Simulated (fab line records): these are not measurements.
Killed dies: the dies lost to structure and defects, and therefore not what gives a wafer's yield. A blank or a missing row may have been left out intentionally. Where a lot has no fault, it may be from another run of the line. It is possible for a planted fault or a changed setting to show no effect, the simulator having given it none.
2 desks looking at one fault | flow berkeleyCmos170 | each desk has only its own numbers; what lay behind them comes last

## AT THE TOOL OWNER'S DESK: implanter-02
The tool's own readings at UCB170_PWELL_IMPLANT_15, given as means over the sampled wafers that have a number, one for each lot that went through this tool. A lot is out of limits, marked OUT, if its mean lies more than 4 standard deviations from the usual mean; the brackets give that distance.
Columns: A = beamOnS at UCB170_PWELL_IMPLANT_15, usual 9.99 s; B = faradayCurrentUA at UCB170_PWELL_IMPLANT_15, usual 15.9
lot  | first seen here | A               | B
L313 | day 3 10:16     | 10.12           | 15.7
L317 | day 4 06:28     | 10.04           | 15.8
L318 | day 4 15:19     | 10.10           | 15.7
L320 | day 5 01:44     | 10.11           | 15.7
L323 | day 5 10:51     | 10.20           | 15.6
L324 | day 5 16:25     | 9.93            | 15.9
L329 | day 6 15:58     | 12.29 (+12) OUT | 12.9 (-9.8) OUT
L333 | day 7 07:32     | 12.25 (+11) OUT | 13.0 (-9.5) OUT
Finding of this desk: L329, L333 out of limits; the first was L329 at day 6 15:58, on beamOnS at UCB170_PWELL_IMPLANT_15. Within limits: L313, L317, L318, L320, L323, L324.

## METROLOGY DESK
What the gauges read, lot by lot, whatever tool the lot ran on: means of the sampled wafers that have a number. A lot is out of limits, marked OUT, if its mean lies more than 4 standard deviations from the usual mean; the brackets give that distance.
Columns: A = PWELL_TW at UCB170_PWELL_TW_MEAS_17, usual 378.5; B = V2_OVL at UCB170_V2_OVL_MEAS_13, usual -4 nm
lot  | first seen here | A                | B
L313 | day 3 10:28     | 375.2            | -5
L314 | day 3 20:32     | 379.3            | -2
L316 | day 4 06:27     | 376.2            | -1
L317 | day 4 06:43     | 380.9            | -12
L319 | day 4 15:13     | 380.1            | -6
L318 | day 4 15:33     | 378.8            | -0
L320 | day 5 01:59     | 375.7            | -11
L321 | day 5 02:11     | 381.1            | -3
L322 | day 5 10:51     | 376.1            | 6
L323 | day 5 11:06     | 376.2            | -9
L324 | day 5 16:39     | 379.5            | -8
L325 | day 5 16:43     | 379.9            | -1
L329 | day 6 16:11     | 405.8 (+11) OUT  | -5
L333 | day 7 07:47     | 399.1 (+8.6) OUT | -8
This desk's finding: out of limits on L329, L333; first on L329, day 6 16:11 (PWELL_TW at UCB170_PWELL_TW_MEAS_17). Within limits: L313, L314, L316, L317, L319, L318, L320, L321, L322, L323, L324, L325.

## TAKEN TOGETHER
The tool owner's desk had the chance to raise an alarm at day 6 15:58 on L329, L333.
An alarm was possible from the metrology desk at day 6 16:11, on L329, L333.
Every lot named ran UCB170_PWELL_IMPLANT_15 on implanter-02.

## WHAT THE SIMULATOR HAD INSERTED
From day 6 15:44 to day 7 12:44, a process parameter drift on implanter-02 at UCB170_PWELL_IMPLANT_15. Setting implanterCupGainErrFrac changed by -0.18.
Lots struck among those shown: L329, L333.
Time in hours from fault onset to the first out-of-limits reading at each desk: tool owner's desk 0, metrology desk 0.
